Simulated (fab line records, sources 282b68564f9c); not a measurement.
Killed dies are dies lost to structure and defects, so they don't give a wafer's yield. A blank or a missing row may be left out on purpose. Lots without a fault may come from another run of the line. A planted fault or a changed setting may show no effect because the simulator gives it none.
Which tool did it? | flow rit_cmos | 15 lots, 45 wafers sampled, at 3 steps of a route of 202

WHAT THE GAUGES READ, wafer by wafer
RIT_NRETRO_OVL_MEAS_06. Usual: NRETRO_OVL 0.2 nm, standard deviation 1.2.
lot  | measured    | on         | NRETRO_OVL (nm) | flag
L210 | day 2 05:30 | overlay-01 | 1.2 1.5 2.1     |
L211 | day 2 11:03 | overlay-01 | 0.5 -0.3 1.3    |
L212 | day 2 17:03 | overlay-01 | 0.6 1.3 -0.3    |
L213 | day 2 21:11 | overlay-02 | 0.5 -0.6 -1.2   |
L215 | day 3 06:34 | overlay-01 | -1.2 -0.3 -0.3  |
L216 | day 3 11:34 | overlay-01 | 1.0 0.0 1.9     |
L218 | day 3 23:13 | overlay-02 | 2.1 0.1 2.1     |
L219 | day 4 02:47 | overlay-01 | 1.0 -0.2 2.0    |
L220 | day 4 08:27 | overlay-01 | -0.6 1.4 -1.1   |
L221 | day 4 13:55 | overlay-02 | 0.3 -2.0 -1.7   |
L223 | day 4 23:56 | overlay-01 | 1.7 1.8 1.7     |
L225 | day 5 08:58 | overlay-02 | 2.3 1.9 3.5     |
L227 | day 5 22:37 | overlay-02 | -0.6 -0.2 0.5   |
L229 | day 6 06:16 | overlay-02 | 0.7 0.8 -1.8    |
L232 | day 6 19:23 | overlay-01 | -1.6 -1.7 -1.0  |

RIT_GATE_OVL_MEAS_17. Usual: GATE_OVL 0.0 nm, standard deviation 1.3.
lot  | measured    | on         | GATE_OVL (nm)  | flag
L210 | day 2 12:21 | overlay-02 | 4.0 2.4 2.0    |
L211 | day 2 18:50 | overlay-01 | -1.3 -2.5 -2.1 |
L212 | day 3 03:10 | overlay-02 | 0.2 -1.1 0.8   |
L213 | day 3 05:17 | overlay-02 | 0.7 -1.3 -0.6  |
L215 | day 3 13:31 | overlay-02 | 0.0 -0.6 0.0   |
L216 | day 3 19:38 | overlay-01 | -1.7 -2.7 -0.9 |
L218 | day 4 06:23 | overlay-01 | -0.4 0.9 0.9   |
L219 | day 4 09:43 | overlay-02 | 0.5 0.4 2.0    |
L220 | day 4 15:38 | overlay-02 | 1.1 0.0 1.6    |
L221 | day 4 21:07 | overlay-01 | 0.5 -1.5 0.0   |
L223 | day 5 10:56 | overlay-02 | -1.0 -0.4 -1.8 |
L225 | day 5 17:59 | overlay-01 | -2.2 -0.5 -0.1 |
L227 | day 6 06:01 | overlay-02 | 0.6 0.5 1.7    |
L229 | day 6 13:38 | overlay-02 | 1.1 0.6 2.1    |
L232 | day 7 02:49 | overlay-01 | 1.0 0.2 -0.4   |

RIT_NSD_OVL_MEAS_06. Usual: NSD_OVL 1.4 nm, standard deviation 1.3.
lot  | measured    | on         | NSD_OVL (nm)  | flag
L210 | day 2 22:49 | overlay-01 | 1.0 -0.7 2.2  |
L211 | day 3 05:14 | overlay-01 | 0.4 0.2 -1.6  |
L212 | day 3 13:10 | overlay-02 | 2.9 2.2 2.7   |
L213 | day 3 15:32 | overlay-02 | 0.7 2.9 2.0   |
L215 | day 4 00:43 | overlay-02 | -0.6 1.6 1.6  |
L216 | day 4 07:03 | overlay-01 | 1.8 2.6 1.1   |
L218 | day 4 17:01 | overlay-02 | 3.2 2.5 4.3   |
L219 | day 4 20:43 | overlay-02 | 1.4 2.0 0.6   |
L220 | day 5 01:47 | overlay-01 | 0.2 0.8 2.0   |
L221 | day 5 07:52 | overlay-01 | -0.3 1.4 -0.8 |
L223 | day 5 21:46 | overlay-01 | 2.2 3.1 2.6   |
L225 | day 6 04:22 | overlay-02 | 0.2 1.7 0.8   |
L227 | day 6 16:14 | overlay-02 | 2.0 2.0 2.4   |
L229 | day 7 00:15 | overlay-01 | 1.0 0.5 0.1   |
L232 | day 7 13:59 | overlay-02 | 1.2 0.2 -1.3  |

WHICH TOOL RAN EACH LOT (tool, then ch and the chambers of the sampled wafers, then the start)
The record holds no process step before these readings.

WHAT THE TOOLS THEMSELVES READ (means of the sampled wafers that have a number; where no wafer has one, the mark that the record gives instead)
The record holds no such reading with a usual standard deviation.

THE ANSWER, worked out from the rows above alone
Rule: a lot is off if the mean of its wafers that have a number lies more than 3 standard deviations from the usual mean. A lot without any number at a reading at which 4 lots or more have one is off too. The other lots that the step has rows for count as sound. The gauges are gone through in route order, then the tools' own readings, and for those a lot's mean is taken as printed above. The first step at which some lot is off is used, and at that step the reading that is off furthest; a lot without a number counts as furthest.
No lot is off at any reading shown: from this, nothing can be told.

WHAT THE SIMULATOR HAD PUT IN
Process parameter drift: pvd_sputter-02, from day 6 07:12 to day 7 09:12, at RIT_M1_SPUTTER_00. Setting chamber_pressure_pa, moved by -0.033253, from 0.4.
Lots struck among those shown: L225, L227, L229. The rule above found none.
